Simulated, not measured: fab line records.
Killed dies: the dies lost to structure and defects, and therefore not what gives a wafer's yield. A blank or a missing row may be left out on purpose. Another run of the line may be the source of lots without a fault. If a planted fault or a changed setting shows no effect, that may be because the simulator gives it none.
Struck lot and sound lot, side by side | flow ritCmos | 17 out of 202 route steps
Sound: these wafers, L933.2, L933.4, L933.6. The struck wafers were L919.2, L919.4, L919.5. Last of all comes the cause.
For every step that has rows: the tool of each side, followed by ch and its chambers, followed by its first start. Under that, the readings that differ: sound wafers | struck wafers | difference of the means | sigmas: that difference in standard deviations of wafers without a fault.
alike: readings with means less than 2 such deviations apart, plus words and numbers identical on both sides. not compared: withheld readings, readings lacking a value on some wafer, bounds such as >300 that could conceal the same value, and numbers that have no deviation in the record and whose values overlap.
Wherever a step has rows on one side only, a row that says differs or no value, or a row with sigmas, the two part there. Numbers that have no deviation but don't overlap get no sigmas and don't part them. A reading missing from all wafers of one side parts the sides only when that side holds two or more wafers.

first, 1 step without rows for these wafers: RIT_PRETRO_DEVELOP_05 (develop time 68 s).
RIT_PRETRO_OVL_MEAS_06:
  sound on overlay-01, day 6 15:16; struck on overlay-02, day 3 18:54
reading         | sound       | struck        | difference | sigmas
PRETRO_OVL (nm) | 1.7 1.4 2.0 | -1.8 -0.9 0.4 | -2.5       | -2
then, 2 steps without rows for these wafers: RIT_PRETRO_HARDBAKE_07 (time 120 s); RIT_PRETRO_IMPLANT_08.
RIT_PRETRO_STRIP_09: strips in O2, time 180 s.
  sound on plasmaAsher-04 ch 0, day 6 15:41; struck on plasmaAsher-02 ch 0,1, day 3 19:20
reading                  | sound          | struck         | difference | sigmas
drypumpMotorCurrentA (A) | 5.96 5.90 5.91 | 5.41 5.42 5.38 | -0.52      | -2
  not compared: rfHoursCounterH
RIT_PRETRO_TW_MEAS_10:
  sound on filmMetro-04, day 6 15:53; struck on filmMetro-02, day 3 19:31
reading   | sound       | struck      | difference | sigmas
PRETRO_TW | 476 477 478 | 466 470 470 | -8         | -2
then, 5 steps without rows for these wafers: RIT_GATE_WET_ETCH_00 (etches SiO2 in BOE, target depth 56 nm, time 60 s); RIT_GATE_CLEAN_01 (cleans in SC1, time 600 s); RIT_GATE_CLEAN_02 (cleans in dHF, time 30 s); RIT_GATE_CLEAN_03 (cleans in SC2, time 600 s); RIT_GATE_CLEAN_04 (cleans in dHF, time 60 s).
RIT_FOX2_THK_MEAS_91:
  sound on filmMetro-03, day 6 16:21; struck on filmMetro-03, day 3 20:01
  alike: FIELD_OXIDE_LEFT_2_THK
RIT_GATE_OXIDATION_05: target thk 3 nm, ox time 270 s.
  sound on furnace-02 ch 0, day 6 16:59; struck on furnace-02 ch 0, day 3 20:04
reading                                    | sound                | struck               | difference | sigmas
spikeTcCentreC (C)                         | 901.0 901.1 903.1    | 887.5 887.8 888.5    | -13.8      | -13
spikeTcLoadC (C)                           | 924.6 924.2 924.6    | 911.2 910.3 911.4    | -13.5      | -8
spikeTcSourceC (C)                         | 928.5 929.3 929.1    | 914.1 915.3 914.7    | -14.3      | -8
tubeCenterTempC (C)                        | 900.02 900.01 899.89 | 886.07 885.96 886.05 | -13.95     | -99 or more
tube_center_temp_C_max                     | 902.1 902.4 902.2    | 889.1 888.5 888.3    | -13.6      | -38
model.SiO2_of_GATE_OXIDATION_05.thkNm (nm) | 2.937 2.908 2.982    | 2.495 2.514 2.475    | -0.448     | 
  alike: zonePowerCentrePct
then, 1 step without rows for these wafers: RIT_GATE_ANNEAL_06 (time 600 s).
RIT_GATE_THK_MEAS_07:
  sound on filmMetro-01, day 6 18:19; struck on filmMetro-03, day 3 21:24
reading             | sound          | struck         | difference | sigmas
GATE_OXIDE_THK (nm) | 2.96 2.90 2.98 | 2.43 2.49 2.44 | -0.49      | -9
then, 1 step without rows for these wafers: RIT_GATE_CVD_08 (deposits poly-Si from SiH4, target thk 250 nm, time 2220 s).
RIT_M1_PROBE_99:
  sound on prober-01, day 7 17:25; struck on prober-02, day 4 20:07
reading                          | sound             | struck            | difference | sigmas
killedAtContacts                 | 0 0 0             | 1 1 0             | +1         | +2
model.etest.pmos_0p3.rOnOhmUm    | 6231 6084 6308    | 5547 5608 5531    | -646       | 
model.etest.pmosTurned.rOnOhmUm  | 3426 3320 3522    | 3238 3204 3209    | -206       | 
model.etest.pmos_0p15.rOnOhmUm   | 2715 2673 2779    | 2616 2585 2597    | -123       | 
model.etest.nmos_0p3.rOnOhmUm    | 2153 2132 2190    | 2000 1980 1983    | -171       | 
model.etest.nmos_0p15.driveUaUm  | 473.1 484 461.7   | 521 515.8 523.8   | +47        | 
model.etest.nmos_0p15.rOnOhmUm   | 1128 1133 1150    | 1122 1073 1118    | -33        | 
model.etest.nmosNarrow.driveUaUm | 226.6 229.7 223.5 | 274.9 266.8 274.8 | +45.6      | 
model.etest.nmos_0p3.driveUaUm   | 228.8 234.8 223.3 | 272.8 268.2 275.2 | +43.1      | 
  alike: killedAtFrontEnd, killedDies, killedOpen, killedShort

## WHERE THEY PART
First at RIT_PRETRO_OVL_MEAS_06; last, within this record, at RIT_M1_PROBE_99.

WHY: what the simulator had put in
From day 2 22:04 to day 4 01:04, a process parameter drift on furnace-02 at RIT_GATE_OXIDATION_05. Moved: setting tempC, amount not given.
